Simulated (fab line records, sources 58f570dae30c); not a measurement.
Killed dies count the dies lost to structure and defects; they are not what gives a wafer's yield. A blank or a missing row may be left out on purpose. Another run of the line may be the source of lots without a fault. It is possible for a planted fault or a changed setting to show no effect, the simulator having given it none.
A struck lot beside a sound one + flow berkeleyCmos170 + 14 out of 331 route steps
Sound: wafers L681.3, L681.4, L681.6. The struck wafers were L689.1, L689.3, L689.6. Last of all comes the cause.
For every step that has rows: the tool of each side, followed by ch and its chambers, followed by its first start. Under that, the readings that differ: sound wafers + struck wafers + difference of the means + sigmas: that difference in standard deviations of wafers without a fault.
alike: readings with means less than 2 such deviations apart, plus words and numbers identical on both sides. not compared: withheld readings, readings lacking a value on some wafer, bounds such as >300 that could conceal the same value, and numbers that have no deviation in the record and whose values overlap.
The two part at a step that has a row with sigmas, a row that says differs or no value, or rows on one side only. Numbers that don't overlap but have no deviation are shown without sigmas and don't part them. A reading missing from all wafers of one side parts the sides only when that side holds two or more wafers.

UCB170_M3_RS_MEAS_02: measures by four-point-probe.
  sound on filmMetro-04 at day 9 13:04; struck on filmMetro-02 at day 11 03:36
  alike: M3_AL_RS
UCB170_M3_THK_MEAS_03: measures by xrf.
  sound on filmMetro-04 at day 9 13:10; struck on filmMetro-02 at day 11 03:43
  alike: M3_AL_THK
then, 3 steps without rows for these wafers: UCB170_M3_HMDS_04 (prime time 60 s); UCB170_M3_COAT_05 (resist thk 900 nm); UCB170_M3_SOFTBAKE_06 (time 60 s).
UCB170_M3_STRIP_07: strips in O2.
  sound on plasmaAsher-02 ch 0,1, day 9 14:05; struck on plasmaAsher-01 ch 0, day 11 04:14
  alike: drypumpMotorCurrentA, oesProductAu, stripTimeToEndpointS
  not compared: rfHoursCounterH
then, 6 steps without rows for these wafers: UCB170_M3_STRIP_08 (strips KrF in DMSO, time 600 s); UCB170_M3_COAT_09; UCB170_M3_COAT_10 (resist thk 900 nm); UCB170_M3_SOFTBAKE_11 (time 60 s); UCB170_M3_EXPOSE_12 (exposes mask METAL3, target cd 700 nm); UCB170_M3_PEB_13.
UCB170_M3_DEVELOP_14: develop time 45 s.
  sound on lithoTrack-02 ch 0, day 9 15:00; struck on lithoTrack-02, day 11 05:00
  no value came back on the struck wafers for chillPlateTempC (C), developTimeS (s), resistLineTempC (C); on the sound wafers chillPlateTempC (C) reads 22.99 22.95 22.83
| reading                            | sound             | struck          | difference | sigmas |
|------------------------------------|-------------------|-----------------|------------|--------|
| model.KrF_of_M3_COAT_10.thkNm (nm) | 882.8 879.7 883.2 | 898.8 897.4 900 | +16.8      |        |
UCB170_M3_CD_MEAS_15: target cd 700 nm.
  sound on cdSem-02 at day 9 15:31; struck on cdSem-02 at day 11 05:59
| reading   | sound             | struck | difference                    | sigmas |
|-----------|-------------------|--------|-------------------------------|--------|
| cdNm (nm) | 698.8 698.9 697.7 | - - -  | no value on the struck wafers |        |

## WHERE THEY PART
At UCB170_M3_DEVELOP_14 first; at UCB170_M3_CD_MEAS_15 last (within this record only).

WHY: what had been put in by the simulator
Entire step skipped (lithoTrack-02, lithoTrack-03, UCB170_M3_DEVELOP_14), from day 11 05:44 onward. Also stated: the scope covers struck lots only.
